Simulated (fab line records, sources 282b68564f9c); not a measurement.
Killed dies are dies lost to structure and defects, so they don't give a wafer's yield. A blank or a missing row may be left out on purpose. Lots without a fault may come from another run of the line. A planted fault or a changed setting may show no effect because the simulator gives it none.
A struck lot beside a sound one | flow rit_cmos | 14 steps out of a route of 202
Sound: wafers L908.1, L908.2, L908.6. Struck: wafers L900.1, L900.2, L900.4. The cause comes at the end.
At each step with rows: each side's tool, then ch and its chambers, then its first start. Under that, the readings that differ: sound wafers | struck wafers | difference of the means | sigmas: that difference in standard deviations of wafers without a fault.
alike: readings whose means differ by less than 2 such deviations, and words and numbers that are the same on both sides. not compared: withheld readings, readings that some wafer has no value for, bounds like >300 that may hide the same value, and numbers for which the record gives no deviation and whose values overlap.
The two part at a step that has a row with sigmas, a row that says differs or no value, or rows on one side only. Numbers that don't overlap but have no deviation are shown without sigmas and don't part them. A reading that every wafer of one side lacks parts them only if that side has two wafers or more.

first, 1 step without rows for these wafers: RIT_PWELL_DEVELOP_05 (develop time 68 s).
RIT_PWELL_OVL_MEAS_06:
  sound on overlay-01, day 5 03:10; struck on overlay-02, day 3 10:41
  alike: PWELL_OVL
then, 2 steps without rows for these wafers: RIT_PWELL_HARDBAKE_07 (time 120 s); RIT_PWELL_IMPLANT_08.
RIT_PWELL_STRIP_09: strips in O2, time 180 s.
  sound on plasma_asher-02 ch 0,1, day 5 03:35; struck on plasma_asher-02 ch 0,1, day 3 11:07
  alike: chamber_pressure_mTorr, drypump_motor_current_A
  not compared: rf_hours_counter_h
RIT_PWELL_TW_MEAS_10:
  sound on film_metro-04, day 5 03:46; struck on film_metro-01, day 3 11:18
  alike: PWELL_TW
then, 1 step without rows for these wafers: RIT_WELLDRIVE_ANNEAL_00 (time 14700 s).
RIT_WELLDRIVE_RS_MEAS_01: measures by four-point-probe.
  sound on film_metro-03, day 5 10:25; struck on film_metro-03, day 3 17:22
  alike: NWELL_RS
RIT_WELLDRIVE_RS_MEAS_02: measures by four-point-probe.
  sound on film_metro-03, day 5 10:32; struck on film_metro-03, day 3 17:29
  alike: PWELL_RS
then, 3 steps without rows for these wafers: RIT_NRETRO_HMDS_00 (prime time 60 s); RIT_NRETRO_COAT_01 (resist thk 1300 nm); RIT_NRETRO_SOFTBAKE_02 (time 60 s).
RIT_NRETRO_EXPOSE_03: exposes mask M4, target cd 43900 nm.
  sound on iline_stepper-02 ch 0, day 5 11:07; struck on iline_stepper-01, day 3 18:03
  no value came back on the struck wafers for exposure_dose_mJ_cm2, focus_offset_nm (nm); on the sound wafers exposure_dose_mJ_cm2 reads 249.71 250.29 249.78
  alike: mask
then, 1 step without rows for these wafers: RIT_NRETRO_PEB_04.

WHERE THEY PART
Only at RIT_NRETRO_EXPOSE_03, within this record.

WHY: what the simulator had put in
Skipped step whole: iline_stepper-01, from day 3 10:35 on, at RIT_NRETRO_EXPOSE_03. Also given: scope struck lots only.
